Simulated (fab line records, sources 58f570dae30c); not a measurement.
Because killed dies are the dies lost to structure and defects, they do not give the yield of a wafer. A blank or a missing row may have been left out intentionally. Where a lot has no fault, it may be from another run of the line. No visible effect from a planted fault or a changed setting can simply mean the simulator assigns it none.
fab line records	flow berkeley_cmos170
[record] lots = 14	wafers = 42	last_day = 12
route steps=331 shown PWELL@47 ACTIVE@74
lots that met no fault: taken from a fault-free run of the same line
start_h: hours from the record's opening day to when the first of the lot's shown wafers began	wait_h: hours since the lot's step before	" same as the row above	L1.1+2: several wafers, shown together as one row	- no value present, or no start provided	* or withheld: withheld	< > ~ a bound
route shown NAME@n: names a module that has steps shown in the file, with the first one's number in the route	usual: mean and standard deviation over wafers with no fault	same: alike in all rows	chamber/n: place in a boat	sites: readings site by site	_std_site: standard deviation of those values	_edge_site: inner sites' mean taken away from outer sites' mean	radius_mm: how far each site lies from the wafer's centre	mask NAME#n: copy n	behind: the most recent tool/chamber to have shaped the wafer	hold: the reason the lot was held/the length of the hold in hours/how it ended	device: the n, p or np transistor that did not switch	end of line: at the end of the route, the tests of the same wafers	a step without rows: its recipe alone	killed: dies that structure and defects cost at the first sort, which is not the same as the wafer's yield	map: per-die view of a wafer (x killed, . not killed, _ where there is no die)
set.NAME: the setting as run; set.NAME@STEP: as run at that earlier step	model.NAME: the simulator's own value behind a step, which no gauge read
route steps across a sampled set of lots; one table per step, one row per wafer
services: a tool's chamber out of use, with start hour (start_h, from the record's first day; less than 0 if before it), hours out, and reason
[[steps]]
[step UCB170_PWELL_OVL_MEAS_13]
[usual] PWELL_OVL = 1/5.3
lot.wafer	tool	chamber	start_h	wait_h	PWELL_OVL[nm]
L397.1	overlay-01	-	43.95	-	-3
L397.3	"	-	"	"	-2
L397.5	"	-	"	"	-1
L398.1	overlay-01	-	44.19	-	5
L398.2	"	-	"	"	7
L398.5	"	-	"	"	7
L399.3	overlay-02	-	55.12	-	-1
L399.5	"	-	"	"	6
L399.6	"	-	"	"	-4
L400.2	overlay-01	-	65.12	-	-1
L400.4	"	-	"	"	-3
L400.6	"	-	"	"	7
L402.3	overlay-01	-	74.56	-	2
L402.5	"	-	"	"	10
L402.6	"	-	"	"	4
L401.2	overlay-02	-	74.78	-	-3
L401.4	"	-	"	"	-2
L401.5	"	-	"	"	-7
L407.3	overlay-01	-	103.82	-	0
L407.4	"	-	"	"	0
L407.6	"	-	"	"	-1
L410.1	overlay-01	-	110.81	-	6
L410.4	"	-	"	"	2
L410.5	"	-	"	"	3
L413.2	overlay-02	-	134.55	-	-2
L413.3	"	-	"	"	3
L413.5	"	-	"	"	2
L415.3	overlay-02	-	141.31	-	7
L415.4	"	-	"	"	11
L415.5	"	-	"	"	3
L416.2	overlay-02	-	147.00	-	-8
L416.5	"	-	"	"	-6
L416.6	"	-	"	"	2
L417.1	overlay-02	-	154.66	-	2
L417.3	"	-	"	"	-7
L417.4	"	-	"	"	-7
L419.2	overlay-02	-	155.18	-	2
L419.5	"	-	"	"	-1
L419.6	"	-	"	"	1
L420.1	overlay-01	-	168.90	-	-1
L420.2	"	-	"	"	-1
L420.4	"	-	"	"	-3
[step UCB170_PWELL_ETCH_14]
[recipe] chemistry = CH3F/Ar/O2	target = Si3N4	stop_on = SiO2	CH3F_flow_sccm = 20	Ar_flow_sccm = 50	O2_flow_sccm = 7	pressure_mtorr = 50	rf_w = 450	target_depth_a = 2420	over_etch_frac = 0.1	time_s = 151
[usual] CH3F_flow_sccm = 19.99/0.058	drypump_motor_current_A = 5.6/0.45	oes_product_au = 0.942/0.015	rf_fwd_power_W = 448.0/1.3	throttle_valve_pct = 7.99/0.15
lot.wafer	tool	chamber	start_h	wait_h	CH3F_flow_sccm	drypump_motor_current_A	oes_product_au	rf_fwd_power_W	rf_hours_counter_h	throttle_valve_pct
L397.1	rie_diel-02	2	43.99	0.0	20.00	5.8	0.951	446.8	120	7.75
L397.3	"	3	"	"	19.98	5.5	0.948	446.5	10	8.03
L397.5	"	1	"	"	20.04	5.5	0.938	447.9	-	7.96
L398.1	rie_diel-01	2	44.22	0.0	20.04	5.6	0.943	447.7	12	8.20
L398.2	"	1	"	"	19.94	5.7	0.946	449.0	93	8.00
L398.5	"	3	"	"	20.05	4.9	0.952	446.8	-	7.99
L399.3	rie_diel-01	0	55.15	0.0	20.08	6.3	0.974	448.0	118	8.29
L399.5	"	3	"	"	20.02	4.9	0.948	449.1	-	7.99
L399.6	"	2	"	"	20.01	5.7	0.941	449.7	-	8.19
L400.2	rie_diel-02	3	65.15	0.0	19.92	5.5	0.940	445.9	11	8.01
L400.4	"	0	"	"	20.05	5.2	0.913	448.1	100	7.98
L400.6	"	1	"	"	19.98	5.5	0.927	449.5	-	7.96
L402.3	rie_diel-04	1	74.58	0.0	19.93	5.3	0.926	449.7	4	8.08
L402.5	"	3	"	"	19.99	6.4	0.938	450.0	-	7.83
L402.6	"	2	"	"	19.98	5.2	0.931	449.2	-	7.98
L401.2	rie_diel-01	1	74.81	0.0	19.99	5.8	0.942	448.0	94	8.01
L401.4	"	3	"	"	20.04	5.0	0.951	448.5	30	8.00
L401.5	"	1	"	"	19.94	5.7	0.959	448.0	-	8.01
L407.3	rie_diel-04	3	103.84	0.0	20.03	6.4	0.925	451.9	111	7.81
L407.4	"	2	"	"	19.99	5.2	0.853	269.4	23	7.98
L407.6	"	0	"	"	19.96	5.1	0.955	447.4	-	7.78
L410.1	rie_diel-04	2	110.85	0.0	19.97	5.2	0.849	269.3	23	7.97
L410.4	"	0	"	"	19.99	5.2	0.947	447.3	38	7.78
L410.5	"	2	"	"	20.07	5.2	0.847	269.4	-	7.98
L413.2	rie_diel-02	2	134.58	0.0	19.96	5.8	0.948	446.4	124	7.77
L413.3	"	3	"	"	19.95	5.5	0.954	446.4	14	8.00
L413.5	"	2	"	"	20.06	5.8	0.955	447.2	-	7.76
L415.3	rie_diel-01	1	141.34	0.0	20.04	5.7	0.949	448.1	98	8.02
L415.4	"	3	"	"	19.92	5.0	0.936	446.2	33	8.02
L415.5	"	2	"	"	20.14	5.7	0.942	448.3	-	8.19
L416.2	rie_diel-01	2	147.03	0.0	20.04	5.7	0.940	447.8	16	8.18
L416.5	"	2	"	"	19.95	5.6	0.936	447.2	-	8.19
L416.6	"	3	"	"	19.98	5.0	0.941	447.0	-	8.00
L417.1	rie_diel-02	1	154.69	0.0	20.01	5.5	0.931	448.6	17	7.95
L417.3	"	3	"	"	19.97	5.5	0.956	447.8	15	8.01
L417.4	"	0	"	"	19.94	5.2	0.938	449.3	104	7.98
L419.2	rie_diel-01	1	155.21	0.0	20.00	5.7	0.954	448.2	98	8.01
L419.5	"	2	"	"	20.04	5.7	0.938	449.1	-	8.17
L419.6	"	1	"	"	20.01	5.8	0.944	448.2	-	7.99
L420.1	rie_diel-02	1	168.94	0.0	20.00	5.5	0.927	448.6	17	7.95
L420.2	"	0	"	"	19.97	5.3	0.935	448.8	104	7.98
L420.4	"	2	"	"	20.00	5.8	0.975	448.8	126	7.75
[step UCB170_PWELL_STRIP_16]
[recipe] chemistry = O2	power_w = 400	pressure_mtorr = 3500	platen_temp_c = withheld	o2_flow_sccm = 400	overash_fraction = 0.5
[usual] drypump_motor_current_A = 5.5/0.57	oes_product_au = 0.722/0.0051	strip_time_to_endpoint_s = 18.07/0.092
lot.wafer	tool	chamber	start_h	wait_h	drypump_motor_current_A	oes_product_au	rf_hours_counter_h	strip_time_to_endpoint_s
L397.1	plasma_asher-01	1	44.24	0.1	4.7	0.707	25	18.12
L397.3	"	0	"	"	5.9	0.720	-	18.11
L397.5	"	0	"	"	5.9	0.726	-	18.04
L398.1	plasma_asher-01	0	44.48	0.1	5.9	0.723	25	18.08
L398.2	"	1	"	"	4.7	0.713	25	18.04
L398.5	"	1	"	"	4.7	0.725	-	18.07
L399.3	plasma_asher-03	0	55.43	0.1	5.1	0.724	-	18.33
L399.5	"	1	"	"	5.7	0.726	-	18.15
L399.6	"	0	"	"	5.1	0.720	-	18.03
L400.2	plasma_asher-03	0	65.40	0.1	5.1	0.721	35	18.03
L400.4	"	1	"	"	5.7	0.729	-	18.01
L400.6	"	0	"	"	5.1	0.725	-	18.01
L402.3	plasma_asher-01	1	74.86	0.1	4.7	0.725	-	17.96
L402.5	"	1	"	"	4.7	0.718	-	17.97
L402.6	"	0	"	"	5.9	0.722	-	17.88
L401.2	plasma_asher-01	0	75.06	0.1	6.0	0.720	28	18.11
L401.4	"	0	"	"	5.9	0.725	-	18.03
L401.5	"	1	"	"	4.6	0.725	-	18.03
L407.3	plasma_asher-01	1	104.13	0.1	4.6	0.723	-	17.90
L407.4	"	0	"	"	5.9	0.725	-	18.88
L407.6	"	1	"	"	4.6	0.725	-	18.05
L410.1	plasma_asher-01	1	111.10	0.1	4.7	0.714	34	18.94
L410.4	"	1	"	"	4.7	0.726	-	18.02
L410.5	"	0	"	"	5.9	0.721	-	18.98
L413.2	plasma_asher-03	1	134.83	0.1	5.7	0.724	41	18.07
L413.3	"	0	"	"	5.1	0.720	-	18.10
L413.5	"	0	"	"	5.1	0.714	-	18.08
L415.3	plasma_asher-01	1	141.62	0.1	4.7	0.719	-	18.10
L415.4	"	0	"	"	5.9	0.725	-	18.13
L415.5	"	0	"	"	5.9	0.714	-	18.14
L416.2	plasma_asher-03	0	147.29	0.1	5.1	0.714	42	18.00
L416.5	"	1	"	"	5.7	0.726	-	18.04
L416.6	"	0	"	"	5.1	0.719	-	18.09
L417.1	plasma_asher-03	1	154.94	0.1	5.8	0.721	43	18.01
L417.3	"	0	"	"	5.1	0.721	-	17.99
L417.4	"	1	"	"	5.8	0.723	-	18.10
L419.2	plasma_asher-02	0	155.46	0.1	5.6	0.723	2	18.00
L419.5	"	0	"	"	5.6	0.724	-	17.98
L419.6	"	1	"	"	6.4	0.718	-	18.02
L420.1	plasma_asher-03	1	169.19	0.1	5.7	0.721	44	18.05
L420.2	"	0	"	"	5.1	0.716	44	18.15
L420.4	"	1	"	"	5.7	0.720	-	18.05
[step UCB170_PWELL_TW_MEAS_17]
[usual] PWELL_TW = 379.1/2.2
lot.wafer	tool	chamber	start_h	wait_h	PWELL_TW
L397.1	film_metro-03	-	44.34	0.1	377.2
L397.3	"	-	"	"	376.6
L397.5	"	-	"	"	379.2
L398.1	film_metro-01	-	44.58	0.1	380.4
L398.2	"	-	"	"	380.2
L398.5	"	-	"	"	382.3
L399.3	film_metro-01	-	55.52	0.1	378.4
L399.5	"	-	"	"	376.7
L399.6	"	-	"	"	373.9
L400.2	film_metro-01	-	65.51	0.1	379.5
L400.4	"	-	"	"	377.8
L400.6	"	-	"	"	376.9
L402.3	film_metro-01	-	74.95	0.1	378.1
L402.5	"	-	"	"	376.8
L402.6	"	-	"	"	376.7
L401.2	film_metro-04	-	75.17	0.1	384.1
L401.4	"	-	"	"	384.3
L401.5	"	-	"	"	384.5
L407.3	film_metro-01	-	104.21	0.1	378.3
L407.4	"	-	"	"	379.3
L407.6	"	-	"	"	377.6
L410.1	film_metro-03	-	111.20	0.1	378.9
L410.4	"	-	"	"	378.6
L410.5	"	-	"	"	380.0
L413.2	film_metro-01	-	134.94	0.1	375.6
L413.3	"	-	"	"	378.8
L413.5	"	-	"	"	379.0
L415.3	film_metro-01	-	141.71	0.1	378.0
L415.4	"	-	"	"	376.6
L415.5	"	-	"	"	376.6
L416.2	film_metro-01	-	147.40	0.1	377.9
L416.5	"	-	"	"	380.0
L416.6	"	-	"	"	380.4
L417.1	film_metro-04	-	155.04	0.1	379.0
L417.3	"	-	"	"	379.3
L417.4	"	-	"	"	380.3
L419.2	film_metro-03	-	155.57	0.1	380.6
L419.5	"	-	"	"	377.5
L419.6	"	-	"	"	379.7
L420.1	film_metro-01	-	169.29	0.1	378.1
L420.2	"	-	"	"	377.7
L420.4	"	-	"	"	380.0
[step UCB170_ACTIVE_OVL_MEAS_14]
[usual] ACTIVE_OVL = -3/5.7
lot.wafer	tool	chamber	start_h	wait_h	ACTIVE_OVL[nm]
L398.1	overlay-01	-	73.70	0.1	-5
L398.2	"	-	"	"	1
L398.5	"	-	"	"	0
L397.1	overlay-02	-	74.17	0.1	-4
L397.3	"	-	"	"	-3
L397.5	"	-	"	"	1
L399.3	overlay-02	-	84.85	0.1	0
L399.5	"	-	"	"	-8
L399.6	"	-	"	"	-6
L400.2	overlay-01	-	90.66	0.1	2
L400.4	"	-	"	"	0
L400.6	"	-	"	"	-5
L401.2	overlay-02	-	100.96	0.1	-3
L401.4	"	-	"	"	-3
L401.5	"	-	"	"	-3
L402.3	overlay-01	-	101.05	0.1	-3
L402.5	"	-	"	"	-1
L402.6	"	-	"	"	-2
L407.3	overlay-01	-	133.11	0.1	0
L407.6	"	-	"	"	-1
L410.4	overlay-02	-	139.50	0.1	-7
L413.2	overlay-02	-	163.63	0.1	-1
L413.3	"	-	"	"	-15
L413.5	"	-	"	"	2
L416.2	overlay-02	-	170.17	0.1	4
L416.5	"	-	"	"	-1
L416.6	"	-	"	"	7
L415.3	overlay-01	-	170.66	0.1	-18
L415.4	"	-	"	"	-14
L415.5	"	-	"	"	-7
L417.1	overlay-02	-	185.38	0.1	-2
L417.3	"	-	"	"	1
L417.4	"	-	"	"	1
L419.2	overlay-01	-	185.87	0.1	-8
L419.5	"	-	"	"	-16
L419.6	"	-	"	"	-8
L420.1	overlay-02	-	202.55	0.1	-2
L420.2	"	-	"	"	-2
L420.4	"	-	"	"	-6
[[services]]
tool	chamber	start_h	hours	kind
plasma_asher-02	-	30.25	14.6	pm
rie_diel-02	-	37.66	0.1	repair
rie_diel-02	-	53.82	0.2	repair
plasma_asher-03	-	73.11	23.0	pm
rie_diel-02	-	93.19	2.8	pm
plasma_asher-02	-	95.26	28.1	pm
rie_diel-01	2	118.82	16.3	repair
plasma_asher-02	-	123.36	9.0	pm
plasma_asher-02	0	123.36	9.0	vent_cycle
plasma_asher-02	1	123.36	9.0	vent_cycle
rie_diel-02	3	130.97	3.1	repair
plasma_asher-02	-	132.36	2.8	pm
plasma_asher-02	0	132.36	-	clean
plasma_asher-02	1	132.36	-	clean
plasma_asher-02	-	149.18	1.8	repair
[[key]]
[first_sign] step = UCB170_PWELL_ETCH_14	reading = rf_fwd_power_W	direction = down	sigmas = 99+	usual = 448.0	struck = 269.3
[effect] step = UCB170_PWELL_ETCH_14	reading = oes_product_au	direction = down	sigmas = 6	usual = 0.942	struck = 0.850
[effect] step = UCB170_PWELL_STRIP_16	reading = strip_time_to_endpoint_s	direction = up	sigmas = 9.4	usual = *	struck = *
met_at UCB170_PWELL_ETCH_14
struck_lots L407,L410
struck_wafers L407.4,L410.1,L410.5
later_rows_left_out L407.4,L410.1,L410.5
sort_left_out L407.4,L410.1,L410.5
tester_left_out L407,L410
[loop_trim] step = UCB170_ACTIVE_EXPOSE_10	setting = dose	lots = L410
not_acting_at UCB170_PWELL_OVL_MEAS_13,UCB170_PWELL_TW_MEAS_17,UCB170_ACTIVE_OVL_MEAS_14
onset_between 74.58 103.84
[fault] kind = process_parameter_drift	tool = rie_diel-04	chamber = 2	onset_h = 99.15	steps = UCB170_PWELL_ETCH_14	channel = rf_w	offset = -180	shape = step	end_h = 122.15	acts_in = these_recipes_only	stated = 450
// tester_left_out: of these lots the tester's yield and bins aren't shown, on N5 and GAA mostly nor the transistor test; their killed dies are dies lost to structure and defects alone, not to doping, threshold or leakage, so they don't give the yield
// sort_left_out: the simulated sort isn't trusted on such a fault, so these wafers' sort isn't shown, and their yield isn't known
// later_rows_left_out: the simulator's readings of these wafers behind a module that went badly wrong aren't trusted and aren't shown, but for the sort
// loop_trim: a control loop set the setting to another value than it would have without faults
